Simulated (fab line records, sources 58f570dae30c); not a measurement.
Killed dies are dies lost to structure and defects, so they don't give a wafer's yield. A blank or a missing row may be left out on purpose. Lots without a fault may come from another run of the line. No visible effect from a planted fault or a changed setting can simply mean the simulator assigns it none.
Split-lot trial -- flow berkeley_cmos170 -- route with 331 steps; 5 lots, 23 wafers read

== ON THE SPLIT ==
At UCB170_GATE_OXIDATION_01 (target thk 6.6 nm, ox time 1800 s), the setting ox_time_s was moved away from the recipe's 1800 s on 20 of the 23 wafers read, by -14.0% to +13.1%. This setting was run at the recipe's value on the other wafers.

There is no step in the file separating the split from the reading.

== THE READING ==
GATE_OXIDE_THK (nm), taken at UCB170_GATE_THK_MEAS_02. Typical for fault-free wafers on this fab line: 6.61 nm, with standard deviation 0.1 nm.

wafer,"tool, chamber at the split","ox_time_s as run, s",against the recipe,"GATE_OXIDE_THK, nm",against lot-mates on the recipe
L074.1,"-, -",1548,-14.0%,6.13,no lot-mate on the recipe
L074.2,"-, -",1548,-14.0%,6.08,no lot-mate on the recipe
L074.4,"-, -",1548,-14.0%,6.06,no lot-mate on the recipe
L074.5,"-, -",1548,-14.0%,6.09,no lot-mate on the recipe
L074.6,"-, -",1548,-14.0%,6.10,no lot-mate on the recipe
L075.2,"-, -",1669,-7.3%,6.34,no lot-mate on the recipe
L075.3,"-, -",1669,-7.3%,6.45,no lot-mate on the recipe
L075.4,"-, -",1669,-7.3%,6.42,no lot-mate on the recipe
L075.5,"-, -",1669,-7.3%,6.29,no lot-mate on the recipe
L075.6,"-, -",1669,-7.3%,6.39,no lot-mate on the recipe
L078.2,"-, -",2036,+13.1%,7.16,no lot-mate on the recipe
L078.3,"-, -",2036,+13.1%,7.15,no lot-mate on the recipe
L078.4,"-, -",2036,+13.1%,7.18,no lot-mate on the recipe
L078.5,"-, -",2036,+13.1%,7.07,no lot-mate on the recipe
L078.6,"-, -",2036,+13.1%,7.08,no lot-mate on the recipe
L079.1,"furnace-03, 0",1800,recipe,6.65,-
L079.2,"furnace-03, 0",1800,recipe,6.52,-
L079.3,"furnace-03, 0",1800,recipe,6.49,-
L084.1,"-, -",1707,-5.2%,6.45,no lot-mate on the recipe
L084.3,"-, -",1707,-5.2%,6.48,no lot-mate on the recipe
L084.4,"-, -",1707,-5.2%,6.44,no lot-mate on the recipe
L084.5,"-, -",1707,-5.2%,6.51,no lot-mate on the recipe
L084.6,"-, -",1707,-5.2%,6.51,no lot-mate on the recipe

THE FIT
A straight line over all 23 wafers: GATE_OXIDE_THK changes by +0.0373 nm for each +1% of ox_time_s; r = +0.99; the points scatter about the line by 0.061 nm.
Too few moved wafers with a lot-mate on the recipe to fit a line net of each lot's own level.

== THE WHOLE CHAIN: every reading that the file lists as answering this split, in the file's order ==
step,what it does,reading,change (the file's fit),r (the file's)
UCB170_GATE_OXIDATION_01,"target thk 6.6 nm, ox time 1800 s","SiO2_of_GATE_OXIDATION_01.thk_nm (the simulator's own value, which no gauge read)",+0.0379 nm for each +1% of the setting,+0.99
UCB170_GATE_THK_MEAS_02,,GATE_OXIDE_THK,+0.0373 for each +1% of the setting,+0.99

== THE FILE'S OWN FIT ==
GATE_OXIDE_THK changes by +0.0373 nm for each +1% of ox_time_s, r = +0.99.
